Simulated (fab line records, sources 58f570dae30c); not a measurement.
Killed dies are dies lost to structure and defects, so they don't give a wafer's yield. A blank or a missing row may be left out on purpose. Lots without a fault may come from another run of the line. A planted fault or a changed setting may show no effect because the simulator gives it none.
Problem report in the 8D (eight disciplines) form, filled by code | flow berkeley_cmos170 | the parts of the form that need people (team, actions taken, sign-off) are left out

1. THE PROBLEM
PWELL_TW at UCB170_PWELL_TW_MEAS_17 reads a mean of 400.3 on 9 wafers of 3 lots; wafers without a fault read 378.9 with a standard deviation of 1.9. That is +11 standard deviations from the usual mean.
First seen on wafer L896.2, day 5 21:52, on film_metro-01. The record holds 45 wafers of 15 lots with a number at this step. Rule for "out", or "out of limits": more than 4 standard deviations from the usual mean. The other wafers with a number count as sound.

2. WHAT IT IS AND WHAT IT IS NOT
question                    | is                           | is not
which readings at this step | PWELL_TW                     | -
which lots                  | L896, L899, L903             | L885, L887, L890, L891, L893, L895, L897, L902, L904, L905, L906, L908
which wafers of those lots  | all that have a number       | -
read on which gauges        | film_metro-01, film_metro-04 | film_metro-02
when                        | from day 5 21:52             | up to then (21 sound wafers); but 15 sound wafers of L902, L904, L905, L906, L908 came after

3. SUSPECTS, AND WHAT RULES EACH OUT
Counting: a tool at a process step up to the reading stays a suspect if it ran every lot that is out and no sound lot after the first of them.
- the gauge at UCB170_PWELL_TW_MEAS_17: ruled out. The wafers that are out were read on 2 gauges (film_metro-01, film_metro-04).
- implanter-03 at UCB170_PWELL_IMPLANT_15: kept. It ran every lot that is out, first L896 (day 5 21:38), and no sound lot after that; its last sound lot up to then is L895 (day 5 15:29). Its own readings are out on those wafers: beam_on_s, end_station_pressure_torr, faraday_current_uA.
Left after counting: implanter-03 at UCB170_PWELL_IMPLANT_15.

4. THE CAUSE (what the simulator had put in)
Process parameter drift: implanter-03, from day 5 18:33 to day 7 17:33, at UCB170_PWELL_IMPLANT_15. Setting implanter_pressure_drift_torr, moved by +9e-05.
Process parameter drift: implanter-03, from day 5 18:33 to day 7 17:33, at UCB170_PWELL_IMPLANT_15. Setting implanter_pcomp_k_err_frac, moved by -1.
Counting left only this tool.

5. THE CHAIN OF EFFECTS, in route order
Each row: a reading whose mean over the struck wafers that have a number lies more than 3 standard deviations from the usual. Only readings for which the record gives a usual standard deviation are gone through. hours: the time from each lot's start at the first step in this table that gives one to its start at this step, as a median over the lots. sigmas: the change in usual standard deviations.
hours | step                    | reading                   | usual         | on struck wafers | change    | sigmas
0     | UCB170_PWELL_IMPLANT_15 | beam_on_s                 | 10.02 s       | 12.18            | +2.16     | +10
0     | UCB170_PWELL_IMPLANT_15 | end_station_pressure_torr | 5.03e-06 Torr | 9.60e-05         | +9.09e-05 | +99 or more
0     | UCB170_PWELL_IMPLANT_15 | faraday_current_uA        | 15.8          | 13.2             | -2.6      | -8.2
0     | UCB170_PWELL_TW_MEAS_17 | PWELL_TW                  | 378.9         | 400.3            | +21.4     | +11
The process steps in it:
- UCB170_PWELL_IMPLANT_15
Later measuring or inspecting steps at which every struck wafer that the step has a row for has a number for every such reading, and none has moved that far: UCB170_M3_THK_MEAS_03.

6. WHAT WOULD HAVE CAUGHT IT SOONER
In this record the first reading out of limits at a measuring or inspecting step was taken at day 5 21:52, 3 hours after the fault began at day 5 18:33.
The tool's own readings at UCB170_PWELL_IMPLANT_15 were out on every struck wafer that the step has a row for (beam_on_s, end_station_pressure_torr, faraday_current_uA): an alarm limit on them would have fired on the first of those.
Of the lots that are out (3), L899, L903 began UCB170_PWELL_IMPLANT_15 on implanter-03 after day 5 21:52. A hold on the tool at that time would have spared those 2.
